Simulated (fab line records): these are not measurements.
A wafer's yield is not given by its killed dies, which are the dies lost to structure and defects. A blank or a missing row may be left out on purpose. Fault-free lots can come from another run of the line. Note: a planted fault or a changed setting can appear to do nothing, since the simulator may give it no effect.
fab line records + flow berkeley-cmos170
record
- lots=5
- wafers=15
- last-day=12
route steps=331 shown BACKSIDE@199 SDANNEAL@204
lots untouched by any fault: they come from a run of this same line in which no faults occurred
start-h: start of the lot's first displayed wafer, in hours after the record's first day + wait-h: how many hours have passed since the lot's step before this one + " repeats the value in the row above + L1.1+2: several wafers, shown together as one row + - either no value or no given start + * or withheld: withheld + < > ~ a bound
route shown NAME@n: names a module that has steps shown in the file, with the first one's number in the route + usual: average and standard deviation across the fault-free wafers + same: alike in all rows + chamber/n: place in a boat + sites: readings site by site + _std_site: how widely they spread, as a standard deviation + _edge_site: the outer-site mean with the inner-site mean subtracted + radius-mm: for every site, how far away it sits from the centre of the wafer + mask NAME#n: copy n + behind: the last tool/chamber to shape the wafer + hold: what put the lot on hold/how long, in hours/how the hold closed + device: the n, p or np transistor that did not switch + end of line: tests run on the same wafers once the route is complete + a step without rows: its recipe alone + killed: at the first sort, the dies lost to defects and structure; wafer yield is something else + map: a wafer's dies, x killed, . not, _ none there
set.NAME: the setting that was run; set.NAME@STEP: the one run at that earlier step + model.NAME: the simulator's own value behind a step, which no gauge read
lots seen at some steps along the route; tables by step, rows by wafer
services: the hour from which a tool's chamber was out of use, counted from the record's first day as start-h (under 0 if before that day), plus the number of hours and why
## steps
# step UCB170_BACKSIDE_HMDS_00
# recipe
- prime-time-s=60
- prime-temp-c=100
# usual
- prime-temp-c=99.99/0.12
| lot.wafer | tool           | chamber | start-h | wait-h | prime-temp-c |
|-----------|----------------|---------|---------|--------|--------------|
| L076.2    | litho-track-02 | 0       | 173.00  | 0.0    | 99.86        |
| L076.3    | "              | 0       | "       | "      | 99.97        |
| L076.6    | "              | 0       | "       | "      | 99.81        |
| L077.1    | litho-track-03 | 0       | 189.10  | 0.0    | 100.06       |
| L077.2    | "              | 0       | "       | "      | 99.96        |
| L077.4    | "              | 0       | "       | "      | 99.91        |
| L084.1    | litho-track-03 | 0       | 223.35  | 0.0    | 100.26       |
| L084.4    | "              | 0       | "       | "      | 99.91        |
| L084.6    | "              | 0       | "       | "      | 99.94        |
| L083.1    | litho-track-03 | 0       | 223.83  | 0.0    | 99.84        |
| L083.4    | "              | 0       | "       | "      | 99.78        |
| L083.6    | "              | 0       | "       | "      | 99.92        |
| L096.1    | litho-track-02 | 0       | 262.18  | 0.0    | 99.83        |
| L096.3    | "              | 0       | "       | "      | 100.03       |
| L096.6    | "              | 0       | "       | "      | 99.94        |
# step UCB170_BACKSIDE_COAT_01
# recipe
- resist=KrF
- spin-rpm=1500
- resist-thk-nm=900
| lot.wafer  | tool           | chamber | start-h | wait-h |
|------------|----------------|---------|---------|--------|
| L076.2+3+6 | litho-track-02 | 0       | 173.15  | 0.1    |
| L077.1+2+4 | litho-track-03 | 0       | 189.25  | 0.1    |
| L084.1+4+6 | litho-track-03 | 0       | 223.50  | 0.1    |
| L083.1+4+6 | litho-track-03 | 0       | 223.98  | 0.1    |
| L096.1+3+6 | litho-track-02 | 0       | 262.33  | 0.1    |
# step UCB170_BACKSIDE_SOFTBAKE_02
# recipe
- resist=KrF
- temp-c=130
- time-s=60
| lot.wafer  | tool           | chamber | start-h | wait-h |
|------------|----------------|---------|---------|--------|
| L076.2+3+6 | litho-track-02 | 0       | 173.30  | 0.1    |
| L077.1+2+4 | litho-track-03 | 0       | 189.40  | 0.1    |
| L084.1+4+6 | litho-track-03 | 0       | 223.65  | 0.1    |
| L083.1+4+6 | litho-track-03 | 0       | 224.13  | 0.1    |
| L096.1+3+6 | litho-track-02 | 0       | 262.48  | 0.1    |
# step UCB170_BACKSIDE_STRIP_03
# recipe
- chemistry=O2
- power-w=400
- pressure-mtorr=3500
- platen-temp-c=withheld
- o2-flow-sccm=400
- overash-fraction=0.5
# usual
- drypump-motor-current-A=5.7/0.53
- oes-product-au=0.735/0.0049
- strip-time-to-endpoint-s=21.97/0.07
| lot.wafer | tool            | chamber | start-h | wait-h | drypump-motor-current-A | oes-product-au | rf-hours-counter-h | strip-time-to-endpoint-s |
|-----------|-----------------|---------|---------|--------|-------------------------|----------------|--------------------|--------------------------|
| L076.2    | plasma-asher-02 | 1       | 173.43  | 0.1    | 6.5                     | 0.733          | 44                 | 21.94                    |
| L076.3    | "               | 1       | "       | "      | 6.5                     | 0.734          | -                  | 21.95                    |
| L076.6    | "               | 0       | "       | "      | 5.7                     | 0.738          | -                  | 21.91                    |
| L077.1    | plasma-asher-03 | 1       | 189.55  | 0.1    | 5.2                     | 0.737          | 41                 | 22.03                    |
| L077.2    | "               | 0       | "       | "      | 4.8                     | 0.744          | 41                 | 22.02                    |
| L077.4    | "               | 0       | "       | "      | 4.8                     | 0.736          | -                  | 22.07                    |
| L084.1    | plasma-asher-01 | 1       | 223.80  | 0.1    | 6.1                     | 0.737          | 11                 | 22.03                    |
| L084.4    | "               | 0       | "       | "      | 5.9                     | 0.735          | -                  | 22.03                    |
| L084.6    | "               | 0       | "       | "      | 5.9                     | 0.733          | -                  | 21.96                    |
| L083.1    | plasma-asher-03 | 1       | 224.28  | 0.1    | 5.2                     | 0.742          | 45                 | 22.02                    |
| L083.4    | "               | 1       | "       | "      | 5.1                     | 0.736          | -                  | 21.99                    |
| L083.6    | "               | 0       | "       | "      | 4.9                     | 0.742          | -                  | 21.93                    |
| L096.1    | plasma-asher-03 | 1       | 262.63  | 0.1    | 5.2                     | 0.733          | 49                 | 21.96                    |
| L096.3    | "               | 1       | "       | "      | 5.2                     | 0.730          | -                  | 21.91                    |
| L096.6    | "               | 1       | "       | "      | 5.2                     | 0.741          | -                  | 21.95                    |
# step UCB170_BACKSIDE_CLEAN_04
# recipe
- chemistry=SPM
- temp-c=120
- time-s=600
| lot.wafer  | tool         | chamber | start-h | wait-h |
|------------|--------------|---------|---------|--------|
| L076.2+3+6 | wet-bench-04 | 1       | 173.53  | 0.1    |
| L077.1+2+4 | wet-bench-01 | 1       | 189.65  | 0.1    |
| L084.1+4+6 | wet-bench-03 | 0       | 223.90  | 0.1    |
| L083.1+4+6 | wet-bench-03 | 0       | 224.38  | 0.1    |
| L096.1+3+6 | wet-bench-03 | 1       | 262.73  | 0.1    |
# step UCB170_SDANNEAL_RTA_00
# recipe
- temp-c=900
- time-s=10
- ambient=N2
# usual
- lamp-power-pct=24.6/0.32
- wafer_temp_C_max=903.9/0.98
| lot.wafer | tool          | chamber | start-h | wait-h | lamp-power-pct | wafer_temp_C_max |
|-----------|---------------|---------|---------|--------|----------------|------------------|
| L076.2    | rtp-anneal-01 | 0       | 173.71  | 0.0    | 24.3           | 903.3            |
| L076.3    | "             | 0       | "       | "      | 24.3           | 903.7            |
| L076.6    | "             | 0       | "       | "      | 24.2           | 903.6            |
| L077.1    | rtp-anneal-02 | 0       | 189.83  | 0.0    | 24.9           | 904.5            |
| L077.2    | "             | 0       | "       | "      | 24.9           | 903.2            |
| L077.4    | "             | 0       | "       | "      | 24.9           | 905.0            |
| L084.1    | rtp-anneal-02 | 0       | 224.07  | 0.0    | 24.9           | 903.6            |
| L084.4    | "             | 0       | "       | "      | 24.9           | 905.1            |
| L084.6    | "             | 0       | "       | "      | 24.9           | 905.4            |
| L083.1    | rtp-anneal-02 | 0       | 224.56  | 0.0    | 24.9           | 903.8            |
| L083.4    | "             | 0       | "       | "      | 24.9           | 904.3            |
| L083.6    | "             | 0       | "       | "      | 24.9           | 905.2            |
| L096.1    | rtp-anneal-01 | 0       | 262.92  | 0.0    | 24.3           | 903.7            |
| L096.3    | "             | 0       | "       | "      | 24.3           | 903.8            |
| L096.6    | "             | 0       | "       | "      | 24.3           | 902.7            |
# step UCB170_SDANNEAL_RTA_01
# recipe
- temp-c=1050
- time-s=5
- ambient=N2
# usual
- lamp-power-pct=38.0/0.49
- wafer_temp_C_max=1054.7/1.2
| lot.wafer | tool          | chamber | start-h | wait-h | lamp-power-pct | wafer_temp_C_max |
|-----------|---------------|---------|---------|--------|----------------|------------------|
| L076.2    | rtp-anneal-01 | 0       | 173.78  | 0.1    | 37.4           | 1052.8           |
| L076.3    | "             | 0       | "       | "      | 37.5           | 1052.9           |
| L076.6    | "             | 0       | "       | "      | 37.5           | 1053.6           |
| L077.1    | rtp-anneal-02 | 0       | 189.89  | 0.1    | 38.4           | 1055.3           |
| L077.2    | "             | 0       | "       | "      | 38.4           | 1055.8           |
| L077.4    | "             | 0       | "       | "      | 38.4           | 1054.6           |
| L084.1    | rtp-anneal-02 | 0       | 224.14  | 0.1    | 38.4           | 1054.7           |
| L084.4    | "             | 0       | "       | "      | 38.4           | 1056.9           |
| L084.6    | "             | 0       | "       | "      | 38.4           | 1055.5           |
| L083.1    | rtp-anneal-02 | 0       | 224.62  | 0.1    | 38.5           | 1056.2           |
| L083.4    | "             | 0       | "       | "      | 38.4           | 1054.7           |
| L083.6    | "             | 0       | "       | "      | 38.5           | 1053.7           |
| L096.1    | rtp-anneal-01 | 0       | 262.98  | 0.1    | 37.5           | 1052.8           |
| L096.3    | "             | 0       | "       | "      | 37.4           | 1053.8           |
| L096.6    | "             | 0       | "       | "      | 37.4           | 1053.9           |
## services
| tool            | chamber | start-h | hours | kind   |
|-----------------|---------|---------|-------|--------|
| plasma-asher-03 | -       | 174.90  | 2.8   | pm     |
| plasma-asher-01 | -       | 207.41  | 2.8   | pm     |
| plasma-asher-03 | -       | 258.49  | 1.6   | repair |
## key
fault none
